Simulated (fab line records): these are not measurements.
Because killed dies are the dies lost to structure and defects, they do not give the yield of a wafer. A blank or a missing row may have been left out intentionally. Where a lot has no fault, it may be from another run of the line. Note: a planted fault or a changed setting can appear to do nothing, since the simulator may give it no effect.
What tool caused it? ; flow berkeley_cmos170 ; at 1 step of a route of 331, 7 lots with 21 wafers sampled

WHAT THE GAUGES READ, wafer by wafer
UCB170_PLDD_CD_MEAS_06: the cd target is 1200 nm.
lot;measured;on;cd_nm (nm)
L645;day 6 20:13;cd_sem-01;1198.3 1199.0 1199.2
L646;day 7 05:59;cd_sem-02;1202.4 1202.0 1202.0
L650;day 7 18:15;cd_sem-01;1201.2 1200.7 1199.2
L655;day 8 18:04;cd_sem-01;1197.8 1197.4 1197.8
L656;day 8 18:21;cd_sem-01;1198.2 1198.4 1197.5
L659;day 9 10:17;cd_sem-01;1199.8 1200.6 1200.4
L666;day 10 11:18;cd_sem-02;1201.3 1198.6 1200.5

WHICH TOOL RAN EACH LOT (tool, then ch and the chambers of the sampled wafers, then the start)
Before these readings, the record contains no process step.

THE ANSWER, worked out from the rows above alone
Rule: what is usual is taken from the lots themselves. The widest of any qualifying gaps counts: lots, ordered by their means at a reading, are off when they make up no more than a third of the lots, leave a main group of 4 or more, and stand apart from it by 3 or more times the standard deviation of that group's means. If all means in a main group match to the digits the tables above print for the reading, that group is not used. A lot without any number at a reading at which 4 lots or more have one is off too. All remaining lots with rows at the step are treated as sound.
No lot is off at any reading shown: from this, nothing can be told.

WHAT HAD BEEN PUT IN BY THE SIMULATOR
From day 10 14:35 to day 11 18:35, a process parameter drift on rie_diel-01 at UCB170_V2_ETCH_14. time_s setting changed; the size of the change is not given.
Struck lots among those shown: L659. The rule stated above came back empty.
